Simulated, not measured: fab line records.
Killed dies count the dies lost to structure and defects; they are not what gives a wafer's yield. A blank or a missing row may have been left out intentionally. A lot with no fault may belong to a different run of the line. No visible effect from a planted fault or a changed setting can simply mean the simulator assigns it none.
A struck lot beside a sound one ; flow berkeley cmos170 ; 20 out of 331 route steps
Sound: wafers L695.1, L695.4, L695.6. Wafers struck: L712.1, L712.3, L712.5. The cause is named last.
Order at every step that has rows: each side's tool, ch and its chambers, its first start. Under that, the readings that differ: sound wafers ; struck wafers ; difference of the means ; sigmas: that difference in standard deviations of wafers without a fault.
alike: a reading whose means differ by less than 2 such deviations, as well as words and numbers matching on both sides. not compared: withheld readings; readings where some wafer has no value; bounds like >300 that might hide an equal value; numbers whose values overlap and for which the record gives no deviation.
A row with sigmas, a row that says differs or no value, or rows on one side alone: a step with any of these is where the two part. Non-overlapping numbers with no deviation appear without sigmas and do not part them. A reading that every wafer of one side lacks parts them only if that side has two wafers or more.

UCB170_PVT_TW_MEAS_09:
  sound on film metro-01, day 5 19:46; struck on film metro-03, day 9 23:55
reading;sound;struck;difference;sigmas
PVT_TW;500 499 499;510 509 510;+10;+2
then, 1 step without rows for these wafers: UCB170_GATE_WET_ETCH_00 (etches SiO2 in dHF, time 200 s).
UCB170_FIELD_THK_MEAS_91:
  sound on film metro-01, day 5 22:10; struck on film metro-04, day 10 00:07
  alike: FIELD_OXIDE_LEFT_2_THK
then, 1 step without rows for these wafers: UCB170_GATE_OXIDATION_01 (target thk 6.6 nm, ox time 1800 s).
UCB170_GATE_THK_MEAS_02:
  sound on film metro-02, day 5 23:43; struck on film metro-02, day 10 05:13
  alike: GATE_OXIDE_THK
then, 2 steps without rows for these wafers: UCB170_GATE_ANNEAL_03 (time 1800 s); UCB170_GATE_CVD_04 (deposits poly-Si from SiH4, time 1440 s, target thk 214 nm).
UCB170_GATE_THK_MEAS_05:
  sound on film metro-01, day 6 06:32; struck on film metro-01, day 10 12:52
  alike: GATE_POLY_THK
then, 4 steps without rows for these wafers: UCB170_GATE_COAT_06; UCB170_GATE_COAT_07 (resist thk 900 nm); UCB170_GATE_SOFTBAKE_08 (time 60 s); UCB170_GATE_EXPOSE_09 (exposes mask POLY, target cd 350 nm).
UCB170_GATE_PEB_10:
  sound on litho track-03 ch 0, day 6 07:19; struck on litho track-03 ch 0, day 10 13:44
reading;sound;struck;difference;sigmas
heater power total W (W);56.77 56.77 56.85;56.41 56.42 56.43;-0.38;-9
plate temp C (C);129.97 130.11 129.93;129.42 129.27 129.36;-0.65;-5
then, 1 step without rows for these wafers: UCB170_GATE_DEVELOP_11 (develop time 45 s).
UCB170_GATE_CD_MEAS_12 targets a cd of 350 nm.
  sound on cd sem-01, day 6 07:35; struck on cd sem-01, day 10 14:01
reading;sound;struck;difference;sigmas
cd nm (nm);350.1 350.2 351.0;354.2 352.9 353.9;+3.2;+2
UCB170_GATE_OVL_MEAS_13:
  sound on overlay-02, day 6 07:43; struck on overlay-02, day 10 14:08
  alike: GATE_OVL
UCB170_GATE_ETCH_14: etches BARC in N2/H2.
  sound on rie diel-03 ch 1,2,3, day 6 07:45; struck on rie diel-02 ch 0,3, day 10 14:10
  alike: drypump motor current A, oes product au, throttle valve pct
UCB170_GATE_ETCH_15: etches poly-Si in HBr/Cl2, stops on SiO2, time 56.3 s, target depth 278.2 nm.
  sound on rie si-01 ch 2,3, day 6 07:47; struck on rie si-02 ch 0,2,3, day 10 14:13
reading;sound;struck;difference;sigmas
model.GATE.cd nm (nm);349.1 350.9 351.1;355.5 354 355.4;+4.6;
  alike: drypump motor current A, oes product au, throttle valve pct
  not compared: rf hours counter h
UCB170_GATE_STRIP_16: strips in O2.
  sound on plasma asher-03 ch 0,1, day 6 07:50; struck on plasma asher-03 ch 0,1, day 10 14:16
  alike: drypump motor current A, oes product au
  not compared: rf hours counter h
then, 1 step without rows for these wafers: UCB170_M3_PROBE_99.

## WHERE THEY PART
First at UCB170_PVT_TW_MEAS_09; last, within this record, at UCB170_GATE_CD_MEAS_12. Later steps at which nothing parts them and some readings are alike: UCB170_GATE_OVL_MEAS_13, UCB170_GATE_ETCH_14, UCB170_GATE_ETCH_15, UCB170_GATE_STRIP_16.

WHY: what the simulator had put in
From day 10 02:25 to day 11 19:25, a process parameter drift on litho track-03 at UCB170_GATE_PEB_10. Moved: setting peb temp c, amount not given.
